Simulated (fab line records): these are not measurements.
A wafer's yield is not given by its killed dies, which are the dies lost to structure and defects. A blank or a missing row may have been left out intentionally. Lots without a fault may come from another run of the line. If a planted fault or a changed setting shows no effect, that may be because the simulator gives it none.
Which tool did it? | flow berkeley cmos170 | 6 lots with 18 wafers sampled at 3 steps, on a route of 331 steps

## WHAT EACH GAUGE READ, for each wafer
UCB170_PSD_TW_MEAS_10.
lot  | measured     | on            | PSD_TW
L736 | day 8 13:04  | film metro-03 | 2338 2338 2343
L734 | day 8 13:37  | film metro-03 | 2338 2326 2353
L738 | day 9 03:35  | film metro-04 | 2310 2318 2308
L741 | day 10 00:17 | film metro-02 | 2325 2325 2308
L743 | day 10 12:46 | film metro-04 | 2328 2318 2329
L749 | day 11 17:09 | film metro-04 | 2328 2316

## WHICH TOOL RAN EACH LOT (tool, then ch and the chambers of the sampled wafers, then the start)
lot  | UCB170_PVT_STRIP_08                  | UCB170_SPACER_ETCHBACK_03
L736 | plasma asher-02 ch 0,1, day 7 10:02  | rie diel-02 ch 0,2,3, day 8 11:25
L734 | plasma asher-03 ch 0, day 7 10:46    | rie diel-03 ch 0,2, day 8 11:29
L738 | plasma asher-03 ch 0,1, day 8 00:51  | rie diel-03 ch 1,3, day 9 01:05
L741 | plasma asher-03 ch 0,1, day 8 18:04  | rie diel-02 ch 0,2, day 9 22:27
L743 | plasma asher-02 ch 0,1, day 9 08:59  | rie diel-02 ch 0,3, day 10 10:17
L749 | plasma asher-04 ch 0,1, day 10 16:31 | rie diel-02 ch 0,1,3, day 11 15:01
- UCB170_PVT_STRIP_08: strips in O2.
- UCB170_SPACER_ETCHBACK_03: etches SiO2 in CHF3/CF4/Ar, stops on Si, target depth 376 nm, time 97.26 s.

## THE ANSWER, worked out from the rows above alone
Rule: the usual values come from the lots themselves. The widest of any qualifying gaps counts: lots, ordered by their means at a reading, are off when they make up no more than a third of the lots, leave a main group of 4 or more, and stand apart from it by 3 or more times the standard deviation of that group's means. The tables above print the reading to a certain number of digits; a main group whose means all agree to those digits is not used. A lot without any number at a reading at which 4 lots or more have one is off too. Any other lot the step has rows for is counted as sound.
None of the lots is off at any reading shown; this tells nothing.

## WHAT HAD BEEN PUT IN BY THE SIMULATOR
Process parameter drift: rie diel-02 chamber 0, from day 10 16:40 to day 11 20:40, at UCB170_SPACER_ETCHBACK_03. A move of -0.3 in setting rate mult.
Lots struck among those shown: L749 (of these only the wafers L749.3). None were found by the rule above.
